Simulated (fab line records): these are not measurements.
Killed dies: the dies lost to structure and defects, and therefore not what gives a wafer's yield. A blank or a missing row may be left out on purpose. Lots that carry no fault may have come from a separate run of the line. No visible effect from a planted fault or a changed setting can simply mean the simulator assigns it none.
A lot that was struck, set against a sound lot    flow rit-cmos    17 steps out of a route of 202
Sound: the wafers L704.2, L704.4, L704.5. Struck: wafers L712.3, L712.5. (L712.2 of the same lot was not struck and is left out.) The cause comes at the end.
Order at every step that has rows: each side's tool, ch and its chambers, its first start. Under that, the readings that differ: sound wafers    struck wafers    difference of the means    sigmas: that difference in standard deviations of wafers without a fault.
alike: same words and numbers on both sides, and readings whose means sit less than 2 such deviations apart. not compared: any withheld reading, any reading some wafer has no value for, any bound like >300 that may hide the same value, and any number with overlapping values for which the record gives no deviation.
A row with sigmas, a row that says differs or no value, or rows on one side alone: a step with any of these is where the two part. Non-overlapping numbers with no deviation appear without sigmas and do not part them. Lack of a reading on every wafer of one side parts them only where that side has two or more wafers.

first, 1 step without rows for these wafers: RIT_PSD_IMPLANT_08.
RIT_PSD_STRIP_09: strips in O2, time 180 s.
  sound on plasma-asher-02 ch 0,1, day 3 11:27; struck on plasma-asher-02 ch 0, day 4 19:29
  alike: drypump-motor-current-A, rf-refl-power-W
  not compared: rf-hours-counter-h
RIT_PSD_TW_MEAS_10:
  struck on film-metro-02, day 4 19:40; sound on film-metro-02, day 3 11:38
  alike: PSD_TW
then, 3 steps without rows for these wafers: RIT_SDANNEAL_CLEAN_00 (cleans in SC1, time 600 s); RIT_SDANNEAL_CLEAN_01 (cleans in dHF, time 30 s); RIT_SDANNEAL_CLEAN_02 (cleans in SC2, time 600 s).
RIT_SDANNEAL_RTA_03: time 5 s.
  sound on rtp-anneal-02 ch 0, day 3 12:15; struck on rtp-anneal-02 ch 0, day 4 20:16
  alike: wafer_temp_C_max
RIT_SDANNEAL_RS_MEAS_04: measures by four-point-probe.
  struck on film-metro-04, day 4 20:20; sound on film-metro-03, day 3 12:19
  alike: PSD_RS
RIT_SDANNEAL_RS_MEAS_05: measures by four-point-probe.
  struck on film-metro-04, day 4 20:28; sound on film-metro-03, day 3 12:26
  alike: NSD_RS
RIT_SDANNEAL_RS_MEAS_06: measures by four-point-probe.
  struck on film-metro-04, day 4 20:35; sound on film-metro-03, day 3 12:34
  alike: PLDD_RS
RIT_SDANNEAL_RS_MEAS_07: measures by four-point-probe.
  struck on film-metro-04, day 4 20:42; sound on film-metro-03, day 3 12:41
  alike: NLDD_RS
then, 1 step without rows for these wafers: RIT_SILICIDE_WET_ETCH_00 (etches SiO2 in BOE, target depth 14 nm, time 15 s).
RIT_SILICIDE_SPUTTER_01: material Ti, target thk 30 nm, time 229.8 s.
  struck on pvd-sputter-04, day 4 20:49; sound on pvd-sputter-04, day 3 12:47
reading                                      sound              struck       difference  sigmas
throttle-valve-pct (%)                       30.5 29.8 30.3     31.5 31.1    +1.1        +2
model.Ti_of_SILICIDE_SPUTTER_01.thk-nm (nm)  29.15 29.11 29.21  30.14 30.18  +1.00       
RIT_SILICIDE_RS_MEAS_02: measures by four-point-probe.
  struck on film-metro-01, day 4 20:59; sound on film-metro-01, day 3 12:58
reading                  sound           struck     difference  sigmas
SILICIDE_TI_RS (ohm/sq)  49.5 49.6 49.5  47.6 47.5  -2.0        -4
RIT_SILICIDE_THK_MEAS_03: measures by xrf.
  struck on film-metro-01, day 4 21:06; sound on film-metro-01, day 3 13:04
reading               sound           struck     difference  sigmas
SILICIDE_TI_THK (nm)  29.2 29.0 29.1  30.2 30.2  +1.1        +4
RIT_SILICIDE_RTA_04: time 10 s, ramp up 5 s, ramp down 5 s.
  sound on rtp-anneal-02 ch 0, day 3 13:08; struck on rtp-anneal-01 ch 0, day 4 21:10
reading           sound              struck       difference  sigmas
wafer_temp_C_max  652.2 651.5 652.0  653.6 653.7  +1.8        +2
RIT_M1_PROBE_99:
  struck on prober-02, day 5 04:01; sound on prober-01, day 3 19:56
reading                               sound              struck       difference  sigmas
killed-at-front-end                   0 4 4              12 7         +7          +2
killed-dies                           0 4 4              12 7         +7          +2
model.etest.contact-pplus.end-ohm-um  41.1 43.41 42.6    45.85 45.66  +3.38       
model.etest.npoly-line.rs-ohm-sq      17.26 17.32 17.24  17 16.93     +0          
model.etest.ppoly-line.rs-ohm-sq      16.73 16.89 16.78  16.54 16.48  -0.29       
model.etest.npoly-sal.rs-ohm-sq       4.49 4.476 4.473   4.337 4.357  -0.133      
model.etest.ppoly-sal.rs-ohm-sq       4.426 4.442 4.455  4.32 4.346   -0.11       
model.etest.pplus-sal.rs-ohm-sq       4.462 4.415 4.444  4.322 4.313  -0.123      
model.etest.nplus-sal.rs-ohm-sq       4.452 4.423 4.402  4.295 4.318  -0.119      
  alike: killed-at-contacts, killed-open, killed-short
  not compared: model.etest.contact-nplus.end-ohm-um

## WHERE THEY PART
Last at RIT_M1_PROBE_99 as far as this record goes, first at RIT_SILICIDE_SPUTTER_01.

WHY: whatever the simulator had introduced
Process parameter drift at RIT_SILICIDE_SPUTTER_01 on pvd-sputter-04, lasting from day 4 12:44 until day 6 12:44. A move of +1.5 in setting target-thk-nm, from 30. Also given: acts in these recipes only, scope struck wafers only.
